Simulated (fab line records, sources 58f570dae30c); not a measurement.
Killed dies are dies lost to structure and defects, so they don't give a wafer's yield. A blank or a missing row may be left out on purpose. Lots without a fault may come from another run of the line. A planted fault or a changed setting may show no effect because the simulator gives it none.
Which tool did it? | flow berkeley_cmos170 | 7 lots, 21 wafers sampled, at 2 steps of a route of 331

WHAT THE GAUGES READ, wafer by wafer
UCB170_SDANNEAL_RS_MEAS_04: measures by four-point-probe.
lot  | measured     | on            | PLDD_RS (ohm/sq)
L506 | day 9 05:16  | film_metro-01 | 1031.4 1033.9 1031.5
L507 | day 9 19:12  | film_metro-04 | 1036.1 1035.8 1035.7
L508 | day 10 15:50 | film_metro-03 | 1031.5 1032.1 1034.4
L512 | day 11 05:21 | film_metro-01 | 1028.1 1030.6 1029.8
L521 | day 12 03:23 | film_metro-04 | 1092.8 1089.3 1094.0
L525 | day 12 23:44 | film_metro-04 | 1031.9 1032.1 1033.9
L526 | day 13 09:29 | film_metro-03 | 1032.8 1033.6 1035.9

WHICH TOOL RAN EACH LOT (tool, then ch and the chambers of the sampled wafers, then the start)
lot  | UCB170_SPACER_ANNEAL_02
L506 | furnace-04 ch 0, day 8 21:32
L507 | furnace-04 ch 0, day 9 13:09
L508 | furnace-01 ch 0, day 10 08:04
L512 | furnace-04 ch 0, day 10 20:51
L521 | furnace-01 ch 0, day 11 18:31
L525 | furnace-04 ch 0, day 12 13:15
L526 | furnace-04 ch 0, day 13 00:11
- UCB170_SPACER_ANNEAL_02: time 1800 s.

THE ANSWER, worked out from the rows above alone
Rule: what is usual is taken from the lots themselves. Put in order of their means at a reading, lots are off if they are a third of the lots or fewer, leave a main group of 4 or more, and stand apart from it by a gap of 3 or more times the standard deviation of the main group's means; of several such gaps the widest counts. A main group whose means are all the same, to the digits that the tables above print for the reading, isn't used. A lot without any number at a reading at which 4 lots or more have one is off too. The other lots that the step has rows for count as sound.
Off: L521, at UCB170_SDANNEAL_RS_MEAS_04 (PLDD_RS). The main group: mean 1032.8 ohm/sq, standard deviation 1.9.
A tool fits if, at a process step before that reading, it ran every lot that is off, and no sound lot after the first of them. The gauges at UCB170_SDANNEAL_RS_MEAS_04 are tried like those tools. One fits: furnace-01 at UCB170_SPACER_ANNEAL_02. Its last sound lot is L508 (day 10 08:04), its first lot that is off L521 (day 11 18:31): a fault that began between those two fits.

WHAT THE SIMULATOR HAD PUT IN
Process parameter drift: furnace-01, from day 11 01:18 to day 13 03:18, at UCB170_SPACER_ANNEAL_02. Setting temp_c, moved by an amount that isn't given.
Lots struck among those shown: L521. The rule above found the same.
